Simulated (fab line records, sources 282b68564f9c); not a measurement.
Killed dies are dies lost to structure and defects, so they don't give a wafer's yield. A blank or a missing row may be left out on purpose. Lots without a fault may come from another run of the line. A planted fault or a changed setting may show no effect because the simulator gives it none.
fab line records | flow rit_cmos
record lots=7 wafers=21 last_day=7
route steps=202 shown NWELL@38 PWELL@39 WELLDRIVE@50 NRETRO@53 M1@202
lots that met no fault: from a run of the same line without faults
start_h: hours from the record's first day to the start of the lot's first wafer shown | wait_h: hours since the lot's step before | " the same as in the row above | L1.1+2: a row that stands for several wafers | - no value, or no start given | * or withheld: withheld | < > ~ a bound
route shown NAME@n: a module of which the file shows steps, and the number in the route of the first | usual: mean/standard deviation of fault-free wafers | same: alike in all rows | chamber/n: place in a boat | sites: the reading at each site | _std_site: their standard deviation | _edge_site: outer sites' mean less inner sites' | radius_mm: how far each site lies from the wafer's centre | mask NAME#n: copy n | behind: the tool/chamber that last shaped the wafer | hold: why the lot was held/for how many hours/how that ended | device: the transistor (n, p or np) that didn't switch | end of line: the same wafers' tests at the end of the route | a step without rows: its recipe alone | killed: dies lost to structure and defects at the first sort, not the wafer's yield | map: a wafer's dies, x killed, . not, _ none there
set.NAME: the setting as run; set.NAME@STEP: as run at that earlier step | model.NAME: the simulator's own value behind a step, which no gauge read
lots at some steps of the route; a table a step, a row a wafer
services: from which hour (start_h, from the record's first day; less than 0 if before it) a tool's chamber was out of use, for how many hours, and why
## steps
# step RIT_NWELL_TW_MEAS_10
# usual NWELL_TW=2138/30
# columns lot.wafer tool chamber start_h wait_h NWELL_TW
L907.4 film_metro-01 - 42.82 0.1 2099
L907.5 " - " " 2085
L907.6 " - " " 2096
L911.1 film_metro-03 - 63.36 0.1 2127
L911.3 " - " " 2123
L911.6 " - " " 2146
L912.2 film_metro-01 - 68.22 0.1 2093
L912.4 " - " " 2083
L912.5 " - " " 2093
L913.1 film_metro-04 - 73.20 0.1 2179
L913.2 " - " " 2160
L913.3 " - " " 2179
L914.2 film_metro-04 - 79.54 0.1 2187
L914.3 " - " " 2163
L914.6 " - " " 2165
L922.3 film_metro-04 - 116.08 0.1 2165
L922.5 " - " " 2156
L922.6 " - " " 2154
L926.1 film_metro-03 - 138.54 0.1 2144
L926.3 " - " " 2134
L926.6 " - " " 2154
# step RIT_PWELL_HMDS_00
# recipe prime_time_s=60 prime_temp_c=140
# step RIT_PWELL_COAT_01
# recipe resist=NOVOLAK spin_rpm=2000 resist_thk_nm=1300
# step RIT_PWELL_SOFTBAKE_02
# recipe resist=NOVOLAK temp_c=90 time_s=60
# step RIT_PWELL_EXPOSE_03
# recipe mask_id=M3 na=0.57 target_cd_nm=43700 dose_mj=250
# step RIT_PWELL_PEB_04
# recipe resist=NOVOLAK temp_c=withheld time_s=withheld
# step RIT_PWELL_DEVELOP_05
# recipe resist=NOVOLAK develop_time_s=68 dev_temp_c=23
# step RIT_PWELL_OVL_MEAS_06
# usual PWELL_OVL=-0.6/1.5
# columns lot.wafer tool chamber start_h wait_h PWELL_OVL[nm]
L907.4 overlay-02 - 43.87 - -1.1
L907.5 " - " " 0.0
L907.6 " - " " -2.2
L911.1 overlay-02 - 64.43 - -0.7
L911.3 " - " " -2.1
L911.6 " - " " -3.2
L912.2 overlay-02 - 69.16 - -0.3
L912.4 " - " " 1.2
L912.5 " - " " 0.4
L913.1 overlay-02 - 74.27 - -1.2
L913.2 " - " " -3.2
L913.3 " - " " -1.8
L914.2 overlay-01 - 80.48 - 1.1
L914.3 " - " " -0.1
L914.6 " - " " 2.2
L922.3 overlay-01 - 117.14 - -0.8
L922.5 " - " " -0.3
L922.6 " - " " 0.1
L926.1 overlay-02 - 139.61 - -0.5
L926.3 " - " " -0.8
L926.6 " - " " -2.2
# step RIT_PWELL_HARDBAKE_07
# recipe resist=NOVOLAK temp_c=140 time_s=120
# step RIT_PWELL_IMPLANT_08
# recipe species=B energy_kev=170 dose_cm2=7e+13 tilt_deg=7
# step RIT_PWELL_STRIP_09
# recipe chemistry=O2 time_s=180 resist=NOVOLAK platen_temp_c=withheld power_w=500 pressure_mtorr=4000 o2_flow_sccm=4000
# usual drypump_motor_current_A=5.37/0.28
# columns lot.wafer tool chamber start_h wait_h drypump_motor_current_A rf_hours_counter_h
L907.4 plasma_asher-03 0 44.35 0.1 5.92 -
L907.5 " 1 " " 4.96 -
L907.6 " 0 " " 5.93 -
L911.1 plasma_asher-03 1 64.86 0.1 4.98 42
L911.3 " 1 " " 4.96 -
L911.6 " 0 " " 5.90 -
L912.2 plasma_asher-01 0 69.59 0.1 5.30 42
L912.4 " 1 " " 5.25 -
L912.5 " 0 " " 5.31 -
L913.1 plasma_asher-01 0 74.70 0.1 5.32 43
L913.2 " 1 " " 5.25 43
L913.3 " 0 " " 5.32 -
L914.2 plasma_asher-01 1 80.91 0.1 5.25 43
L914.3 " 0 " " 5.34 -
L914.6 " 1 " " 5.24 -
L922.3 plasma_asher-02 0 117.62 0.1 5.36 -
L922.5 " 1 " " 5.38 -
L922.6 " 0 " " 5.36 -
L926.1 plasma_asher-02 1 140.04 0.1 5.39 36
L926.3 " 0 " " 5.37 -
L926.6 " 1 " " 5.41 -
# step RIT_PWELL_TW_MEAS_10
# usual PWELL_TW=947/12
# columns lot.wafer tool chamber start_h wait_h PWELL_TW
L907.4 film_metro-04 - 44.49 0.1 949
L907.5 " - " " 951
L907.6 " - " " 952
L911.1 film_metro-03 - 65.04 0.1 951
L911.3 " - " " 949
L911.6 " - " " 942
L912.2 film_metro-01 - 69.78 0.1 925
L912.4 " - " " 926
L912.5 " - " " 921
L913.1 film_metro-03 - 74.88 0.1 953
L913.2 " - " " 946
L913.3 " - " " 952
L914.2 film_metro-03 - 81.09 0.1 948
L914.3 " - " " 955
L914.6 " - " " 956
L922.3 film_metro-01 - 117.76 0.1 928
L922.5 " - " " 931
L922.6 " - " " 929
L926.1 film_metro-04 - 140.22 0.1 960
L926.3 " - " " 959
L926.6 " - " " 959
# step RIT_WELLDRIVE_ANNEAL_00
# recipe temp_c=1100 time_s=14700 ambient=N2
# usual spike_tc_centre_C=1102.2/1.2 spike_tc_load_C=1129.6/1.5 spike_tc_source_C=1128.4/2.2 tube_center_temp_C=1100/0.11 tube_center_temp_C_max=1102.8/0.45
# columns lot.wafer tool chamber start_h wait_h spike_tc_centre_C spike_tc_load_C spike_tc_source_C tube_center_temp_C tube_center_temp_C_max
L907.4 furnace-03 0 44.52 0.0 1101.6 1129.8 1126.2 1099.7 1102.6
L907.5 " 0 " " 1101.4 1129.6 1127.4 1100 1103.7
L907.6 " 0 " " 1103.2 1129.0 1126.6 1100.1 1102.3
L911.1 furnace-04 0 65.10 0.1 1100.0 1130.8 1127.8 1100 1103.0
L911.3 " 0 " " 1101.2 1131.0 1128.1 1100.2 1103.0
L911.6 " 0 " " 1103.6 1131.4 1129.4 1099.9 1103.2
L912.2 furnace-04 0 70.18 0.4 1094.5 1120.4 1119.7 1091.9 1095.7
L912.4 " 0 " " 1093.2 1121.5 1119.0 1091.8 1094.4
L912.5 " 0 " " 1093.7 1121.4 1119.2 1091.9 1094.6
L913.1 furnace-04 0 76.34 1.5 1092.9 1121.6 1120.9 1092 1093.9
L913.2 " 0 " " 1094.6 1121.2 1119.9 1091.8 1095.2
L913.3 " 0 " " 1094.0 1121.9 1118.3 1092 1094.4
L914.2 furnace-04 0 81.67 0.6 1095.1 1121.6 1119.0 1091.9 1094.3
L914.3 " 0 " " 1093.7 1121.9 1119.9 1091.9 1094.8
L914.6 " 0 " " 1094.1 1121.0 1119.8 1091.7 1094.4
L922.3 furnace-03 0 117.80 0.0 1101.7 1129.4 1125.5 1100.1 1103.3
L922.5 " 0 " " 1101.1 1131.2 1127.6 1100.1 1103.1
L922.6 " 0 " " 1101.6 1129.3 1127.5 1100 1102.4
L926.1 furnace-02 0 140.28 0.1 1101.2 1129.6 1132.2 1100 1102.4
L926.3 " 0 " " 1103.5 1130.7 1131.4 1099.9 1103.0
L926.6 " 0 " " 1104.0 1127.7 1131.9 1100 1103.0
# step RIT_WELLDRIVE_RS_MEAS_01
# recipe thk_meas_gauge=four-point-probe
# usual NWELL_RS=274.9/0.76
# columns lot.wafer tool chamber start_h wait_h NWELL_RS[ohm/sq]
L907.4 film_metro-01 - 49.67 0.1 276.5
L907.5 " - " " 275.5
L907.6 " - " " 276.1
L911.1 film_metro-03 - 70.18 0.0 276.4
L911.3 " - " " 276.3
L911.6 " - " " 275.7
L912.2 film_metro-03 - 75.28 0.0 283.8
L912.4 " - " " 284.4
L912.5 " - " " 283.8
L913.1 film_metro-04 - 81.42 0.0 283.7
L913.2 " - " " 283.9
L913.3 " - " " 283.9
L914.2 film_metro-04 - 86.78 0.0 283.8
L914.3 " - " " 284.4
L914.6 " - " " 283.8
L922.3 film_metro-01 - 122.92 0.0 275.1
L922.5 " - " " 275.3
L922.6 " - " " 274.7
L926.1 film_metro-04 - 145.36 0.0 273.7
L926.3 " - " " 273.4
L926.6 " - " " 273.8
# step RIT_WELLDRIVE_RS_MEAS_02
# recipe thk_meas_gauge=four-point-probe
# usual PWELL_RS=429.1/1.4
# columns lot.wafer tool chamber start_h wait_h PWELL_RS[ohm/sq]
L907.4 film_metro-01 - 49.79 0.1 430.6
L907.5 " - " " 429.7
L907.6 " - " " 431.0
L911.1 film_metro-03 - 70.30 0.1 429.0
L911.3 " - " " 428.4
L911.6 " - " " 428.7
L912.2 film_metro-03 - 75.40 0.1 440.0
L912.4 " - " " 440.9
L912.5 " - " " 441.0
L913.1 film_metro-04 - 81.54 0.1 436.8
L913.2 " - " " 436.7
L913.3 " - " " 436.4
L914.2 film_metro-04 - 86.90 0.1 436.6
L914.3 " - " " 436.0
L914.6 " - " " 435.3
L922.3 film_metro-01 - 123.04 0.1 431.1
L922.5 " - " " 430.1
L922.6 " - " " 430.0
L926.1 film_metro-04 - 145.48 0.1 429.0
L926.3 " - " " 429.4
L926.6 " - " " 429.3
# step RIT_NRETRO_HMDS_00
# recipe prime_time_s=60 prime_temp_c=140
# step RIT_M1_PROBE_99
# usual killed_at_contacts=0.1/0.31 killed_at_front_end=6.8/2.7 killed_dies=6.9/2.7 killed_open=3.3/1.8 killed_short=3.5/1.8
# same gross_dies=264 killed_at_M0_to_M3=0 killed_at_M4_up=0 killed_at_back_side=0 killed_at_other=0
# columns lot.wafer tool chamber start_h wait_h killed_at_contacts killed_at_front_end killed_dies killed_open killed_short model.etest.nwell_pinched.rs_ohm_sq model.etest.pwell_pinched.rs_ohm_sq model.etest.pwell.rs_ohm_sq model.etest.field_n.vt_v model.etest.field_p_metal.vt_v model.etest.field_p.vt_v model.etest.diode_pplus_nwell.bv_v model.etest.diode_pplus_comb.cj_ff_um2
L907.4 prober-01 - 80.76 0.2 0 8 8 4 4 335.6 454.3 415.5 34.83 -30.26 -12.91 6.579 1.987
L907.5 prober-01 - 80.81 0.2 1 11 12 7 5 331.9 453.6 414.6 34.21 -30.31 -12.84 6.599 1.986
L907.6 prober-01 - 80.86 0.2 0 11 11 5 6 336.7 458.2 417.8 35.09 -29.89 -12.88 6.627 1.982
L911.1 prober-01 - 106.95 0.1 0 7 7 4 3 338.3 447 409.2 34.58 -29 -12.71 6.573 2.017
L911.3 prober-01 - 107.05 0.2 0 8 8 3 5 337.1 451.5 413 34.34 -29.35 -12.73 6.594 2.019
L911.6 prober-01 - 107.20 0.2 0 8 8 3 5 335.8 442.9 403 34 -29.45 -12.71 6.545 2.031
L912.2 prober-01 - 109.81 0.1 1 8 9 4 5 364.1 474.5 418 35.25 -27.53 -12.04 6.683 2.007
L912.4 prober-01 - 109.91 0.2 0 5 5 2 3 366.5 473 418.9 35.53 -27.58 -12.02 6.628 2.016
L912.5 prober-01 - 109.96 0.2 0 5 5 2 3 362.8 476.3 422.3 35.44 -27.25 -11.91 6.652 2.016
L913.1 prober-02 - 113.56 0.1 0 11 11 5 6 353.9 468.4 428.7 37.1 -28.08 -12.42 6.536 2.029
L913.2 prober-02 - 113.61 0.1 0 7 7 2 5 356.1 469.7 425.2 36.61 -28.43 -12.41 6.554 2.027
L913.3 prober-02 - 113.66 0.2 0 7 7 4 3 353.5 467.4 425 36.53 -28.09 -12.41 6.558 2.029
L914.2 prober-01 - 116.96 0.1 0 8 8 4 3 357.9 479.8 430.6 35.85 -27.82 -12.24 6.474 2.079
L914.3 prober-01 - 117.01 0.2 0 7 7 4 3 354.4 476.3 430.2 36.35 -27.73 -12.12 6.484 2.074
L914.6 prober-01 - 117.16 0.2 1 10 11 6 5 354.9 476.8 427.8 36.03 -28.3 -12.18 6.421 2.076
L922.3 prober-01 - 152.16 0.2 0 13 13 7 6 340.5 466.1 419.8 34.33 -27.82 -12.09 6.612 2.014
L922.5 prober-01 - 152.26 0.2 0 4 4 1 3 340.5 469.5 419.3 33.56 -28.02 -12.07 6.628 2.009
L922.6 prober-01 - 152.31 0.2 0 3 3 0 3 331.8 454.9 421.1 34.18 -28.64 -12.11 6.492 2.031
L926.1 prober-01 - 176.04 0.1 0 10 10 5 5 334.7 455.7 415.5 34.54 -29.25 -12.91 6.643 1.984
L926.3 prober-01 - 176.14 0.2 0 3 3 2 1 344 475 419.8 34.1 -29.05 -12.87 6.744 1.989
L926.6 prober-01 - 176.29 0.2 0 9 9 2 7 342.6 469.3 419.4 34.99 -29.41 -12.87 6.737 1.982
# killed by level:class
L907.4 GATE:geometric_particle:open=3 SPACER:geometric_particle:short=2 FOX2:geometric_particle:short=1 REOX:geometric_particle:short=1 SPACER:geometric_particle:open=1
L907.5 SPACER:geometric_particle:open=3 REOX:geometric_particle:open=2 SPACER:geometric_particle:short=2 GATE:geometric_particle:open=1 GATE:geometric_particle:short=1 REOX:geometric_particle:short=1 SILICIDE:geometric_particle:short=1 CONTACT:geometric_particle:open=1
L907.6 GATE:geometric_particle:open=2 GATE:geometric_particle:short=2 SILICIDE:geometric_particle:short=2 FOX1:geometric_particle:open=1 FOX1:geometric_particle:short=1 FOX2:geometric_particle:short=1 REOX:geometric_particle:open=1 SILICIDE:geometric_particle:open=1
L911.1 GATE:geometric_particle:open=4 FOX1:geometric_particle:short=1 FOX2:geometric_particle:short=1 SILICIDE:geometric_particle:short=1
L911.3 FOX1:geometric_particle:short=2 GATE:geometric_particle:short=2 FOX1:geometric_particle:open=1 GATE:geometric_particle:open=1 REOX:geometric_particle:short=1 SILICIDE:geometric_particle:open=1
L911.6 REOX:geometric_particle:short=3 SILICIDE:geometric_particle:open=2 GATE:geometric_particle:short=1 SPACER:geometric_particle:open=1 SILICIDE:geometric_particle:short=1
L912.2 FOX1:geometric_particle:open=2 SILICIDE:geometric_particle:short=2 FOX1:geometric_particle:short=1 FOX2:geometric_particle:short=1 GATE:geometric_particle:open=1 SILICIDE:geometric_particle:open=1 CONTACT:geometric_particle:short=1
L912.4 FOX1:geometric_particle:short=1 GATE:geometric_particle:short=1 GATE:geometric_particle:open=1 SILICIDE:geometric_particle:short=1 SILICIDE:geometric_particle:open=1
L912.5 FOX1:geometric_particle:short=2 GATE:geometric_particle:open=1 REOX:geometric_particle:short=1 SPACER:geometric_particle:open=1
L913.1 GATE:geometric_particle:short=5 GATE:geometric_particle:open=2 FOX1:geometric_particle:short=1 FOX1:geometric_particle:open=1 FOX2:geometric_particle:open=1 REOX:geometric_particle:open=1
L913.2 SILICIDE:geometric_particle:short=2 FOX2:geometric_particle:short=1 GATE:geometric_particle:short=1 REOX:geometric_particle:open=1 SPACER:geometric_particle:short=1 SILICIDE:geometric_particle:open=1
L913.3 GATE:geometric_particle:open=3 GATE:geometric_particle:short=2 FOX1:geometric_particle:short=1 SPACER:geometric_particle:open=1
L914.2 SILICIDE:geometric_particle:open=3 FOX1:geometric_particle:short=1 GATE:geometric_particle:short=1 GATE:geometric_particle:open=1 SILICIDE:geometric_particle:short=1 GATE:coat_microbubble_printed=1
L914.3 GATE:geometric_particle:open=2 GATE:geometric_particle:short=1 REOX:geometric_particle:short=1 REOX:geometric_particle:open=1 SILICIDE:geometric_particle:open=1 SILICIDE:geometric_particle:short=1
L914.6 GATE:geometric_particle:open=2 GATE:geometric_particle:short=2 SILICIDE:geometric_particle:open=2 ACTIVE:geometric_particle:open=1 FOX1:geometric_particle:open=1 REOX:geometric_particle:short=1 SILICIDE:geometric_particle:short=1 CONTACT:geometric_particle:short=1
L922.3 SILICIDE:geometric_particle:open=3 GATE:geometric_particle:short=2 GATE:geometric_particle:open=2 REOX:geometric_particle:short=2 FOX1:geometric_particle:open=1 FOX1:geometric_particle:short=1 REOX:geometric_particle:open=1 SILICIDE:geometric_particle:short=1
L922.5 SILICIDE:geometric_particle:short=2 SPACER:geometric_particle:short=1 SILICIDE:geometric_particle:open=1
L922.6 GATE:geometric_particle:short=2 REOX:geometric_particle:short=1
L926.1 FOX1:geometric_particle:short=2 FOX2:geometric_particle:short=2 FOX2:geometric_particle:open=2 GATE:geometric_particle:short=1 GATE:geometric_particle:open=1 REOX:geometric_particle:open=1 SILICIDE:geometric_particle:open=1
L926.3 FOX1:geometric_particle:short=1 REOX:geometric_particle:open=1 SILICIDE:geometric_particle:open=1
L926.6 FOX2:geometric_particle:short=3 GATE:geometric_particle:short=2 GATE:geometric_particle:open=2 FOX1:geometric_particle:short=1 REOX:geometric_particle:short=1
## services
# columns tool chamber start_h hours kind
furnace-04 - 24.90 6.0 pm
plasma_asher-02 - 26.34 0.9 repair
plasma_asher-01 - 31.89 11.1 repair
furnace-03 - 52.84 16.2 repair
furnace-03 - 69.08 15.7 pm
furnace-02 - 74.13 13.5 pm
furnace-04 - 86.76 3.2 pm
furnace-02 - 98.00 2.6 pm
plasma_asher-01 - 108.75 9.0 pm
plasma_asher-01 0 108.75 9.0 vent_cycle
plasma_asher-01 1 108.75 9.0 vent_cycle
plasma_asher-01 0 117.75 - clean
plasma_asher-01 1 117.75 - clean
## key
first_sign step=RIT_WELLDRIVE_ANNEAL_00 reading=tube_center_temp_C direction=down sigmas=74 usual=* struck=*
effect step=RIT_WELLDRIVE_ANNEAL_00 reading=tube_center_temp_C_max direction=down sigmas=18 usual=* struck=*
effect step=RIT_WELLDRIVE_RS_MEAS_01 reading=NWELL_RS direction=up sigmas=12 usual=274.9 struck=283.9
effect step=RIT_WELLDRIVE_RS_MEAS_02 reading=PWELL_RS direction=up sigmas=6.3 usual=429.1 struck=437.8
model_effect step=RIT_M1_PROBE_99 value=etest.nwell_pinched.rs_ohm_sq without=340.7 struck=358.2
met_at RIT_WELLDRIVE_ANNEAL_00
struck_wafers L912.2,L912.4,L912.5,L913.1,L913.2,L913.3,L914.2,L914.3,L914.6
tester_left_out L912,L913,L914
fault kind=process_parameter_drift tool=furnace-04 chamber=- onset_h=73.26 steps=RIT_WELLDRIVE_ANNEAL_00 channel=temp_c offset=* shape=step end_h=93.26 acts_in=* stated=*
# tester_left_out: of these lots the tester's yield and bins aren't shown, on N5 and GAA mostly nor the transistor test; their killed dies are dies lost to structure and defects alone, not to doping, threshold or leakage, so they don't give the yield
